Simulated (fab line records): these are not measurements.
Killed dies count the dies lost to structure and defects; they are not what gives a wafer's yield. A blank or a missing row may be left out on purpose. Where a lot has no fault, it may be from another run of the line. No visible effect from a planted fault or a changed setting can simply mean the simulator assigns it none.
Lot-split experiment	flow rit-cmos	23 wafers read across 5 lots, on a route 202 steps long

## THE SPLIT ITSELF
At RIT_PSD_IMPLANT_08, the setting energy-kev was moved away from the recipe's 27 on 8 of the 23 wafers read, by -5.8% to +2.3%. All remaining wafers had this setting at the recipe value.

## FROM THE SPLIT TO THE READING: what the file shows between them, 3 steps
- RIT_PSD_STRIP_09: strips in O2, time 180 s
- RIT_SDANNEAL_CLEAN_02: cleans in SC2, time 600 s
- RIT_SDANNEAL_RTA_03: time 5 s

## THE READING
PSD_RS in ohm/sq, measured at RIT_SDANNEAL_RS_MEAS_04 by four-point-probe. Fault-free wafers of this fab line usually give 115.84 ohm/sq, standard deviation 0.28 ohm/sq.

wafer	tool, chamber at the split	energy-kev as run	against the recipe	PSD_RS, ohm/sq	against lot-mates on the recipe
L075.2	implanter-02, 0	27	recipe	115.63	-
L075.3	implanter-02, 0	27	recipe	115.74	-
L075.4	implanter-02, 0	27	recipe	115.95	-
L075.5	implanter-02, 0	27	recipe	116.05	-
L075.6	implanter-02, 0	27	recipe	116.01	-
L077.1	implanter-04, 0	27	recipe	115.72	-
L077.3	implanter-04, 0	25.95	-3.9%	118.37	+2.38
L077.4	implanter-04, 0	27	recipe	116.27	-
L077.5	implanter-04, 0	25.95	-3.9%	118.43	+2.44
L077.6	implanter-04, 0	27	recipe	115.97	-
L078.1	implanter-03, 0	27	recipe	115.58	-
L078.2	implanter-03, 0	25.43	-5.8%	119.44	+3.59
L078.3	implanter-03, 0	27	recipe	116.13	-
L078.4	implanter-03, 0	25.43	-5.8%	119.37	+3.52
L078.6	implanter-03, 0	25.43	-5.8%	118.97	+3.12
L081.1	implanter-03, 0	27	recipe	115.71	-
L081.5	implanter-03, 0	27	recipe	115.47	-
L081.6	implanter-03, 0	27	recipe	115.42	-
L085.1	implanter-03, 0	27.63	+2.3%	114.36	-1.28
L085.2	implanter-03, 0	27	recipe	115.68	-
L085.3	implanter-03, 0	27.63	+2.3%	114.02	-1.62
L085.5	implanter-03, 0	27.63	+2.3%	114.29	-1.34
L085.6	implanter-03, 0	27	recipe	115.59	-

FIT RESULTS
A straight line over all 23 wafers: PSD_RS changes by -0.622 ohm/sq for each +1% of energy-kev; r = -0.99; the points scatter about the line by 0.25 ohm/sq.
The same after taking each lot's own level away (the mean of its wafers on the recipe; 23 wafers): -0.595 ohm/sq for each +1%; r = -0.99; scatter 0.18 ohm/sq.
On that fit, the largest move of energy-kev shifts the reading by 3.5 ohm/sq.
The lots' own levels span 115.533 to 115.987 ohm/sq, that is 1.6 times the standard deviation above.
So the lot-to-lot level changes the slope little: the two slopes agree.
Check: +3.42 ohm/sq against its lot-mates is what the line predicts for one of the wafers moved furthest among these (-5.8%) when that wafer is left out of the fit. Against them it came out at +3.59 ohm/sq.

## FURTHER SPLITS ON THESE WAFERS
These wafers also went through other splits before the reading. Each is held against what the fit with the lots' levels taken away leaves over:
other split on the same wafers	wafers away from the commonest value	r with PSD_RS (lot level and that fit taken away)
RIT_GATE_DEVELOP_15 dev-temp-c	11	+0.04
RIT_NSD_IMPLANT_08 energy-kev	9	-0.31

## THE WHOLE CHAIN: every reading that the file lists as answering this split, in the file's order
step	what it does	reading	change (the file's fit)	r (the file's)
RIT_PSD_IMPLANT_08		implant.rp-nm (the simulator's own value, which no gauge read)	+0.182 nm for each +1% of the setting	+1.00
RIT_PSD_IMPLANT_08		implant.drp-nm (the simulator's own value, which no gauge read)	+0.0854 nm for each +1% of the setting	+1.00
RIT_SDANNEAL_RS_MEAS_04	measures by four-point-probe	PSD_RS	-0.597 for each +1% of the setting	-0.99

## THE FILE'S OWN FIT
PSD_RS changes by -0.597 ohm/sq for each +1% of energy-kev, r = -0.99.
